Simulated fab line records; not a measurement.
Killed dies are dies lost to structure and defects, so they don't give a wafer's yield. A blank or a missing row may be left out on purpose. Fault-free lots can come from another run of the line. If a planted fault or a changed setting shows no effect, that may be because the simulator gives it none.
8D (eight disciplines) problem report, filled in by code	flow berkeley_cmos170	the parts of the form that need people (team, actions taken, sign-off) are left out

## 1. THE PROBLEM
Mean WELLDRIVE_OXIDE_THK at UCB170_WELLDRIVE_THK_MEAS_02: 179 nm over 6 wafers in 2 lots; fault-free wafers: 197 nm, standard deviation 3.6. Relative to the usual mean, that is a shift of -5.0 standard deviations.
Earliest sighting: wafer L879.1 on film_metro-01 at day 5 18:04. Wafers with a number at this step in the record: 42, from 14 lots. Rule for "out", or "out of limits": more than 4 standard deviations from the usual mean. The rest of the wafers with a number are treated as sound.

## 2. WHAT IT IS AND WHAT IT IS NOT
question	is	is not
which readings at this step	WELLDRIVE_OXIDE_THK	-
which lots	L879, L880	L869, L870, L873, L882, L883, L884, L885, L886, L887, L888, L889, L891
which wafers of those lots	all that have a number	-
read on which gauges	film_metro-01, film_metro-04	film_metro-03
when	from day 5 18:04	up to then (9 sound wafers); but 27 sound wafers of L882, L883, L884, L885, L886, L887, L888, L889, L891 came after

## 3. SUSPECTS, AND WHAT RULES EACH OUT
Counting: a tool at a process step up to the reading stays a suspect if it ran every lot that is out and no sound lot after the first of them.
- the gauge at UCB170_WELLDRIVE_THK_MEAS_02 has been ruled out. The wafers that are out were read on 2 gauges (film_metro-01, film_metro-04).
- furnace-03 at UCB170_WELLDRIVE_OXIDATION_01 (target thk 199 nm, ox time 9000 s): kept. Every lot that is out went through it, starting with L879 (day 5 14:34), and after that it ran no sound lot; the last sound lot it ran before then is L869 (day 3 16:52). Out on those wafers are its own readings of spike_tc_centre_C, spike_tc_load_C, spike_tc_source_C.
Remaining after the count: furnace-03 at UCB170_WELLDRIVE_OXIDATION_01.

## 4. THE CAUSE (what the simulator had put in)
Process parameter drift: furnace-03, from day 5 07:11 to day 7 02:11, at UCB170_WELLDRIVE_OXIDATION_01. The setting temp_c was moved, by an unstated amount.
This tool alone remained once counting was done.

## 5. THE EFFECT CHAIN, in route order
Rows list readings where the struck wafers' mean (over those with a number) sits beyond 3 standard deviations from the usual. Only readings whose record carries a usual standard deviation are examined. hours: median over the lots of the time between each lot's start at the first step of this table that gives one and its start at this step. sigmas: the change, counted in usual standard deviations.
hours	step	reading	usual	on struck wafers	change	sigmas
0	UCB170_WELLDRIVE_OXIDATION_01	spike_tc_centre_C	1103.1 C	1088.4	-14.7	-12
0	UCB170_WELLDRIVE_OXIDATION_01	spike_tc_load_C	1128 C	1108	-20	-5.4
0	UCB170_WELLDRIVE_OXIDATION_01	spike_tc_source_C	1123.8 C	1110.3	-13.5	-4.8
4	UCB170_WELLDRIVE_THK_MEAS_02	WELLDRIVE_OXIDE_THK	197 nm	179	-18	-5.0
The process steps in it:
- UCB170_WELLDRIVE_OXIDATION_01: target thk 199 nm, ox time 9000 s.
Later steps that measure or inspect, where all struck wafers having a row at the step show a number for every such reading and not one has moved that far: UCB170_M1_THK_MEAS_02, UCB170_V2_THK_MEAS_04.

## 6. HOW IT WOULD HAVE BEEN CAUGHT EARLIER
The first out-of-limits reading at a measuring or inspecting step in this record came at day 5 18:04, 11 hours after the fault's start at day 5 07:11.
Tool's own readings at UCB170_WELLDRIVE_OXIDATION_01, spike_tc_centre_C, spike_tc_load_C, spike_tc_source_C: out on all struck wafers the step has rows for; an alarm limit on them would have tripped on the first.
Lots out: 2; all had begun UCB170_WELLDRIVE_OXIDATION_01 on furnace-03 by day 5 18:04. None of them would have been spared by holding the tool at that moment.
